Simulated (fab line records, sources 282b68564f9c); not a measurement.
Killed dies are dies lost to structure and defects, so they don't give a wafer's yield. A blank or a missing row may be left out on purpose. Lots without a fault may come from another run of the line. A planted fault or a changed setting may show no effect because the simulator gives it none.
Which tool did it? | flow rit_cmos | 13 lots, 39 wafers sampled, at 3 steps of a route of 202

WHAT THE GAUGES READ, wafer by wafer
RIT_M1_RS_MEAS_01: measures by four-point-probe. Usual: M1_AL_RS 0.0734 ohm/sq, standard deviation 0.00078.
lot  | measured    | on            | M1_AL_RS (ohm/sq)    | flag
L677 | day 3 06:21 | film_metro-04 | 0.0730 0.0729 0.0731 |
L678 | day 3 10:08 | film_metro-04 | 0.0741 0.0739 0.0743 |
L679 | day 3 15:44 | film_metro-02 | 0.0733 0.0738 0.0725 |
L680 | day 3 20:42 | film_metro-02 | 0.0735 0.0730 0.0741 |
L681 | day 4 02:50 | film_metro-04 | 0.0727 0.0734 0.0721 |
L682 | day 4 09:59 | film_metro-01 | 0.0744 0.0745 0.0739 |
L683 | day 4 12:00 | film_metro-04 | 0.0738 0.0735 0.0733 |
L684 | day 4 16:44 | film_metro-02 | 0.0730 0.0727 0.0728 |
L685 | day 5 00:27 | film_metro-04 | 0.0735 0.0745 0.0737 |
L692 | day 6 07:12 | film_metro-04 | 0.0782 0.0741 0.0785 | OFF
L694 | day 6 20:40 | film_metro-02 | 0.0736 0.0792 0.0748 | OFF
L697 | day 7 10:07 | film_metro-04 | 0.0708 0.0713 0.0713 |
L699 | day 7 20:39 | film_metro-04 | 0.0738 0.0735 0.0730 |

RIT_M1_THK_MEAS_02: measures by xrf. Usual: M1_AL_THK 399 nm, standard deviation 4.5.
lot  | measured    | on            | M1_AL_THK (nm) | flag
L677 | day 3 06:28 | film_metro-04 | 403 400 400    |
L678 | day 3 10:14 | film_metro-04 | 395 393 394    |
L679 | day 3 15:51 | film_metro-02 | 400 396 405    |
L680 | day 3 20:49 | film_metro-02 | 400 402 397    |
L681 | day 4 02:57 | film_metro-04 | 403 401 409    |
L682 | day 4 10:06 | film_metro-01 | 394 393 398    |
L683 | day 4 12:07 | film_metro-04 | 398 398 402    |
L684 | day 4 16:51 | film_metro-02 | 401 404 402    |
L685 | day 5 00:34 | film_metro-04 | 397 395 398    |
L692 | day 6 07:18 | film_metro-04 | 377 398 375    | OFF
L694 | day 6 20:46 | film_metro-02 | 397 373 391    |
L697 | day 7 10:13 | film_metro-04 | 413 408 411    |
L699 | day 7 20:46 | film_metro-04 | 395 398 401    |

WHICH TOOL RAN EACH LOT (tool, then ch and the chambers of the sampled wafers, then the start)
lot  | RIT_M1_SPUTTER_00
L677 | pvd_sputter-04, day 3 06:04
L678 | pvd_sputter-01, day 3 09:48
L679 | pvd_sputter-04, day 3 15:26
L680 | pvd_sputter-01, day 3 20:25
L681 | pvd_sputter-04, day 4 02:32
L682 | pvd_sputter-01, day 4 09:40
L683 | pvd_sputter-04, day 4 11:41
L684 | pvd_sputter-03, day 4 16:26
L685 | pvd_sputter-01, day 5 00:08
L692 | pvd_sputter-03, day 6 06:52
L694 | pvd_sputter-03, day 6 20:21
L697 | pvd_sputter-01, day 7 09:47
L699 | pvd_sputter-01, day 7 20:22
- RIT_M1_SPUTTER_00: material Al, target thk 400 nm, time 500 s.

WHAT THE TOOLS THEMSELVES READ (means of the sampled wafers that have a number; where no wafer has one, the mark that the record gives instead)
RIT_M1_SPUTTER_00. Usual: throttle_valve_pct 30.5 %, standard deviation 1.
lot  | tool           | throttle_valve_pct (%) | flag
L677 | pvd_sputter-04 | 29.7                   |
L678 | pvd_sputter-01 | 31.7                   |
L679 | pvd_sputter-04 | 30.2                   |
L680 | pvd_sputter-01 | 31.4                   |
L681 | pvd_sputter-04 | 30.2                   |
L682 | pvd_sputter-01 | 30.2                   |
L683 | pvd_sputter-04 | 29.5                   |
L684 | pvd_sputter-03 | 30.2                   |
L685 | pvd_sputter-01 | 31.6                   |
L692 | pvd_sputter-03 | 30.3                   |
L694 | pvd_sputter-03 | 30.6                   |
L697 | pvd_sputter-01 | 31.7                   |
L699 | pvd_sputter-01 | 31.8                   |

THE ANSWER, worked out from the rows above alone
Rule: a lot is off if the mean of its wafers that have a number lies more than 3 standard deviations from the usual mean. A lot without any number at a reading at which 4 lots or more have one is off too. The other lots that the step has rows for count as sound. The gauges are gone through in route order, then the tools' own readings, and for those a lot's mean is taken as printed above. The first step at which some lot is off is used, and at that step the reading that is off furthest; a lot without a number counts as furthest.
Off: L692, L694, at RIT_M1_RS_MEAS_01 (M1_AL_RS).
A tool fits if, at a process step before that reading, it ran every lot that is off, and no sound lot after the first of them. The gauges at RIT_M1_RS_MEAS_01 are tried like those tools. One fits: pvd_sputter-03 at RIT_M1_SPUTTER_00. Its last sound lot is L684 (day 4 16:26), its first lot that is off L692 (day 6 06:52): a fault that began between those two fits.

WHAT THE SIMULATOR HAD PUT IN
Site profile drift: pvd_sputter-03, from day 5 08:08 on, at RIT_M1_SPUTTER_00. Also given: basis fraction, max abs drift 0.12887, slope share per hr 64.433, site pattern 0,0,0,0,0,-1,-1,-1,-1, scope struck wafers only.
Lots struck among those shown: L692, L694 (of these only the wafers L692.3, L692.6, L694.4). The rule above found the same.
